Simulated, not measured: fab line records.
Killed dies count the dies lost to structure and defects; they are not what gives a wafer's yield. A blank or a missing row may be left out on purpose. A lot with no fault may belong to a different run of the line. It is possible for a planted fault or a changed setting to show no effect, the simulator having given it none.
Comparing a struck lot with a sound one / flow berkeley-cmos170 / 19 out of 331 route steps
Sound: wafers L844.1, L844.4, L844.5. Struck: wafers L853.3, L853.4, L853.5. The cause is named last.
At each step with rows: each side's tool, then ch and its chambers, then its first start. Under that, the readings that differ: sound wafers / struck wafers / difference of the means / sigmas: that difference in standard deviations of wafers without a fault.
alike: readings with means less than 2 such deviations apart, plus words and numbers identical on both sides. not compared: withheld readings, readings lacking a value on some wafer, bounds such as >300 that could conceal the same value, and numbers that have no deviation in the record and whose values overlap.
Wherever a step has rows on one side only, a row that says differs or no value, or a row with sigmas, the two part there. Non-overlapping numbers with no deviation appear without sigmas and do not part them. Lack of a reading on every wafer of one side parts them only where that side has two or more wafers.

UCB170_PVT_TW_MEAS_09:
  sound on film-metro-03 at day 4 23:55; struck on film-metro-01 at day 7 17:08
reading=PVT_TW; sound=504 505 506; struck=521 518 521; difference=+15; sigmas=+2
then, 1 step without rows for these wafers: UCB170_GATE_WET_ETCH_00 (etches SiO2 in dHF, time 200 s).
UCB170_FIELD_THK_MEAS_91:
  sound on film-metro-01 at day 5 00:03; struck on film-metro-04 at day 7 17:16
  alike: FIELD_OXIDE_LEFT_2_THK
then, 1 step without rows for these wafers: UCB170_GATE_OXIDATION_01 (target thk 6.6 nm, ox time 1800 s).
UCB170_GATE_THK_MEAS_02:
  sound on film-metro-03 at day 5 04:30; struck on film-metro-01 at day 7 21:20
  alike: GATE_OXIDE_THK
then, 2 steps without rows for these wafers: UCB170_GATE_ANNEAL_03 (time 1800 s); UCB170_GATE_CVD_04 (deposits poly-Si from SiH4, time 1440 s, target thk 214 nm).
UCB170_GATE_THK_MEAS_05:
  sound on film-metro-02 at day 5 09:31; struck on film-metro-02 at day 8 02:05
  alike: GATE_POLY_THK
then, 4 steps without rows for these wafers: UCB170_GATE_COAT_06; UCB170_GATE_COAT_07 (resist thk 900 nm); UCB170_GATE_SOFTBAKE_08 (time 60 s); UCB170_GATE_EXPOSE_09 (exposes mask POLY, target cd 350 nm).
UCB170_GATE_PEB_10:
  sound on litho-track-02 ch 0, day 5 10:16; struck on litho-track-02 ch 0, day 8 02:52
reading=heater-power-total-W (W); sound=57.06 56.99 57.10; struck=52.03 52.08 52.12; difference=-4.97; sigmas=-99 or more
reading=plate-temp-C (C); sound=130.21 130.00 130.30; struck=121.34 121.28 121.30; difference=-8.86; sigmas=-59
then, 1 step without rows for these wafers: UCB170_GATE_DEVELOP_11 (develop time 45 s).
UCB170_GATE_CD_MEAS_12: target cd 350 nm.
  sound on cd-sem-02 at day 5 10:33; struck on cd-sem-01 at day 8 03:08
reading=cd-nm (nm); sound=350.9 350.8 350.2; struck=431.9 431.5 431.0; difference=+80.8; sigmas=+58
UCB170_GATE_OVL_MEAS_13:
  sound on overlay-01 at day 5 10:40; struck on overlay-01 at day 8 03:14
  alike: GATE_OVL
UCB170_GATE_ETCH_14: etches BARC in N2/H2.
  sound on rie-diel-02 ch 1,2,3, day 5 10:43; struck on rie-diel-02 ch 0,1,2, day 8 03:15
  alike: chamber-pressure-mTorr, drypump-motor-current-A, oes-product-au, throttle-valve-pct
UCB170_GATE_ETCH_15: etches poly-Si in HBr/Cl2, stops on SiO2, time 56.3 s, target depth 278.2 nm.
  sound on rie-si-01 ch 0,1,2, day 5 10:45; struck on rie-si-01 ch 0,3, day 8 03:18
reading=chamber-pressure-mTorr (mTorr); sound=15.016 14.989 15.035; struck=14.999 14.976 14.971; difference=-0.031; sigmas=-2
reading=model.GATE.cd-nm (nm); sound=350.7 349.2 350.6; struck=432.2 432.8 431.2; difference=+81.9; sigmas=
  alike: drypump-motor-current-A, oes-product-au, throttle-valve-pct
  not compared: rf-hours-counter-h
UCB170_GATE_STRIP_16: strips in O2.
  sound on plasma-asher-04 ch 0,1, day 5 10:48; struck on plasma-asher-03 ch 0,1, day 8 03:23
reading=oes-product-au (a.u.); sound=0.715 0.723 0.724; struck=0.729 0.733 0.725; difference=+0.008; sigmas=+2
  alike: chamber-pressure-mTorr, drypump-motor-current-A
  not compared: rf-hours-counter-h

== WHERE THEY PART ==
Earliest at UCB170_PVT_TW_MEAS_09; latest, in this record, at UCB170_GATE_STRIP_16.

WHY: the cause the simulator had injected
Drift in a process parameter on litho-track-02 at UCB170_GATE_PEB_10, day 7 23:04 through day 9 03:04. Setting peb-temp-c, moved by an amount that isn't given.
